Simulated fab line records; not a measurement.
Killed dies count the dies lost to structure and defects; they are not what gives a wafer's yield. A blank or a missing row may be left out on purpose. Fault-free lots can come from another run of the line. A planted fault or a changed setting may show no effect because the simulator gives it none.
What tool caused it? || flow berkeley_cmos170 || 42 wafers from 14 lots sampled at 3 of the route's 331 steps

== WHAT THE GAUGES SHOWED, per wafer ==
UCB170_PSD_TW_MEAS_10. Usual: for PSD_TW the level is 2341 and the standard deviation is 11.
{"lot": "L590", "measured": "day 8 06:00", "on": "film_metro-02", "PSD_TW": "2318 2335 2331", "flag": ""}
{"lot": "L595", "measured": "day 9 00:55", "on": "film_metro-03", "PSD_TW": "2327 2336 2326", "flag": ""}
{"lot": "L594", "measured": "day 9 01:02", "on": "film_metro-01", "PSD_TW": "2347 2355 2342", "flag": ""}
{"lot": "L593", "measured": "day 9 01:15", "on": "film_metro-03", "PSD_TW": "2342 2334 2341", "flag": ""}
{"lot": "L599", "measured": "day 9 20:49", "on": "film_metro-03", "PSD_TW": "2327 2342 2333", "flag": ""}
{"lot": "L598", "measured": "day 9 21:11", "on": "film_metro-02", "PSD_TW": "2319 2320 2334", "flag": ""}
{"lot": "L596", "measured": "day 9 21:25", "on": "film_metro-01", "PSD_TW": "2349 2348 2350", "flag": ""}
{"lot": "L602", "measured": "day 10 12:45", "on": "film_metro-03", "PSD_TW": "2361 2335 2336", "flag": ""}
{"lot": "L607", "measured": "day 11 03:53", "on": "film_metro-02", "PSD_TW": "2329 2328 2343", "flag": ""}
{"lot": "L609", "measured": "day 11 16:05", "on": "film_metro-03", "PSD_TW": "2333 2343 2334", "flag": ""}
{"lot": "L610", "measured": "day 11 15:50", "on": "film_metro-01", "PSD_TW": "2353 2354 2343", "flag": ""}
{"lot": "L608", "measured": "day 11 15:43", "on": "film_metro-03", "PSD_TW": "2351 2347 2345", "flag": ""}
{"lot": "L612", "measured": "day 12 05:14", "on": "film_metro-03", "PSD_TW": "2346 2335 2350", "flag": ""}
{"lot": "L613", "measured": "day 12 17:22", "on": "film_metro-02", "PSD_TW": "2338 2334 2349", "flag": ""}

UCB170_SDANNEAL_RS_MEAS_03: measures by four-point-probe. Usual: for NSD_RS the level is 37.28 ohm/sq and the standard deviation is 0.089.
{"lot": "L590", "measured": "day 8 13:24", "on": "film_metro-01", "NSD_RS (ohm/sq)": "37.21 37.17 37.19", "flag": ""}
{"lot": "L595", "measured": "day 9 03:51", "on": "film_metro-02", "NSD_RS (ohm/sq)": "37.28 37.17 37.24", "flag": ""}
{"lot": "L594", "measured": "day 9 04:22", "on": "film_metro-03", "NSD_RS (ohm/sq)": "37.32 37.48 37.25", "flag": ""}
{"lot": "L593", "measured": "day 9 04:30", "on": "film_metro-02", "NSD_RS (ohm/sq)": "37.24 37.29 37.21", "flag": ""}
{"lot": "L599", "measured": "day 10 01:35", "on": "film_metro-01", "NSD_RS (ohm/sq)": "37.34 37.27 37.22", "flag": ""}
{"lot": "L598", "measured": "day 10 01:48", "on": "film_metro-03", "NSD_RS (ohm/sq)": "37.20 37.34 37.21", "flag": ""}
{"lot": "L596", "measured": "day 10 02:25", "on": "film_metro-03", "NSD_RS (ohm/sq)": "37.36 37.31 37.30", "flag": ""}
{"lot": "L602", "measured": "day 10 18:34", "on": "film_metro-03", "NSD_RS (ohm/sq)": "37.24 37.45 37.22", "flag": ""}
{"lot": "L607", "measured": "day 11 08:25", "on": "film_metro-02", "NSD_RS (ohm/sq)": "37.18 37.30 37.30", "flag": ""}
{"lot": "L609", "measured": "day 11 19:33", "on": "film_metro-02", "NSD_RS (ohm/sq)": "37.18 37.19 37.22", "flag": ""}
{"lot": "L610", "measured": "day 11 19:17", "on": "film_metro-01", "NSD_RS (ohm/sq)": "37.32 37.34 37.37", "flag": ""}
{"lot": "L608", "measured": "day 11 19:08", "on": "film_metro-03", "NSD_RS (ohm/sq)": "37.35 37.44 37.44", "flag": ""}
{"lot": "L612", "measured": "day 12 10:05", "on": "film_metro-02", "NSD_RS (ohm/sq)": "37.23 37.21 37.26", "flag": ""}
{"lot": "L613", "measured": "day 12 21:16", "on": "film_metro-02", "NSD_RS (ohm/sq)": "37.22 37.17 37.31", "flag": ""}

== WHAT TOOL EACH LOT RAN ON (gives the tool, then ch and the chambers of the sampled wafers, and finally the start) ==
{"lot": "L590", "UCB170_PLDD_EXPOSE_03": "krf_scanner-02 ch 0, day 7 14:46"}
{"lot": "L595", "UCB170_PLDD_EXPOSE_03": "krf_scanner-02 ch 0, day 8 09:38"}
{"lot": "L594", "UCB170_PLDD_EXPOSE_03": "krf_scanner-01 ch 0, day 8 10:12"}
{"lot": "L593", "UCB170_PLDD_EXPOSE_03": "krf_scanner-02 ch 0, day 8 11:01"}
{"lot": "L599", "UCB170_PLDD_EXPOSE_03": "krf_scanner-01 ch 0, day 9 09:30"}
{"lot": "L598", "UCB170_PLDD_EXPOSE_03": "krf_scanner-01 ch 0, day 9 10:16"}
{"lot": "L596", "UCB170_PLDD_EXPOSE_03": "krf_scanner-02 ch 0, day 9 11:16"}
{"lot": "L602", "UCB170_PLDD_EXPOSE_03": "krf_scanner-02 ch 0, day 10 02:25"}
{"lot": "L607", "UCB170_PLDD_EXPOSE_03": "krf_scanner-02 ch 0, day 10 14:28"}
{"lot": "L609", "UCB170_PLDD_EXPOSE_03": "krf_scanner-02, day 11 04:31"}
{"lot": "L610", "UCB170_PLDD_EXPOSE_03": "krf_scanner-02, day 11 04:39"}
{"lot": "L608", "UCB170_PLDD_EXPOSE_03": "krf_scanner-02 ch 0, day 11 05:02"}
{"lot": "L612", "UCB170_PLDD_EXPOSE_03": "krf_scanner-01 ch 0, day 11 17:28"}
{"lot": "L613", "UCB170_PLDD_EXPOSE_03": "krf_scanner-01 ch 0, day 12 05:01"}
- UCB170_PLDD_EXPOSE_03: exposes mask PSELECT, target cd 1200 nm.

== WHAT THE TOOLS THEMSELVES READ (means of the sampled wafers that have a number; where no wafer has one, the mark that the record gives instead) ==
UCB170_PLDD_EXPOSE_03. Usual: exposure_dose_mJ_cm2 29.98, standard deviation 0.032; focus_offset_nm 0.0 nm, standard deviation 0.58.
{"lot": "L590", "tool": "krf_scanner-02", "exposure_dose_mJ_cm2": 30.00, "focus_offset_nm (nm)": 0.5, "flag": ""}
{"lot": "L595", "tool": "krf_scanner-02", "exposure_dose_mJ_cm2": 30.00, "focus_offset_nm (nm)": -0.4, "flag": ""}
{"lot": "L594", "tool": "krf_scanner-01", "exposure_dose_mJ_cm2": 29.94, "focus_offset_nm (nm)": -0.2, "flag": ""}
{"lot": "L593", "tool": "krf_scanner-02", "exposure_dose_mJ_cm2": 29.95, "focus_offset_nm (nm)": -0.0, "flag": ""}
{"lot": "L599", "tool": "krf_scanner-01", "exposure_dose_mJ_cm2": 30.01, "focus_offset_nm (nm)": 0.6, "flag": ""}
{"lot": "L598", "tool": "krf_scanner-01", "exposure_dose_mJ_cm2": 30.05, "focus_offset_nm (nm)": 0.1, "flag": ""}
{"lot": "L596", "tool": "krf_scanner-02", "exposure_dose_mJ_cm2": 29.99, "focus_offset_nm (nm)": -0.7, "flag": ""}
{"lot": "L602", "tool": "krf_scanner-02", "exposure_dose_mJ_cm2": 30.00, "focus_offset_nm (nm)": 0.3, "flag": ""}
{"lot": "L607", "tool": "krf_scanner-02", "exposure_dose_mJ_cm2": 29.99, "focus_offset_nm (nm)": 0.3, "flag": ""}
{"lot": "L609", "tool": "krf_scanner-02", "exposure_dose_mJ_cm2": "-", "focus_offset_nm (nm)": "-", "flag": "OFF"}
{"lot": "L610", "tool": "krf_scanner-02", "exposure_dose_mJ_cm2": "-", "focus_offset_nm (nm)": "-", "flag": "OFF"}
{"lot": "L608", "tool": "krf_scanner-02", "exposure_dose_mJ_cm2": 29.97, "focus_offset_nm (nm)": -0.4, "flag": ""}
{"lot": "L612", "tool": "krf_scanner-01", "exposure_dose_mJ_cm2": 29.99, "focus_offset_nm (nm)": 0.6, "flag": ""}
{"lot": "L613", "tool": "krf_scanner-01", "exposure_dose_mJ_cm2": 29.97, "focus_offset_nm (nm)": 0.5, "flag": ""}

== THE ANSWER, worked out from the rows above alone ==
Rule: a lot counts as off when the mean over its wafers that have a number is more than 3 standard deviations away from the usual mean. A lot without any number at a reading at which 4 lots or more have one is off too. All remaining lots with rows at the step are treated as sound. After the gauges, taken in route order, come the tools' own readings; for these a lot's mean is taken, as printed above. At the first step where some lot is off, the reading lying furthest off is the one used; lots without a number count as furthest.
Off, at UCB170_PLDD_EXPOSE_03 on exposure_dose_mJ_cm2: L609, L610. Without a number there: L609, L610.
If a tool, at that step or one of the process steps before it, ran each lot that is off and ran no sound lot following the first of them, it fits. None of those tried fits.

== WHAT HAD BEEN PUT IN BY THE SIMULATOR ==
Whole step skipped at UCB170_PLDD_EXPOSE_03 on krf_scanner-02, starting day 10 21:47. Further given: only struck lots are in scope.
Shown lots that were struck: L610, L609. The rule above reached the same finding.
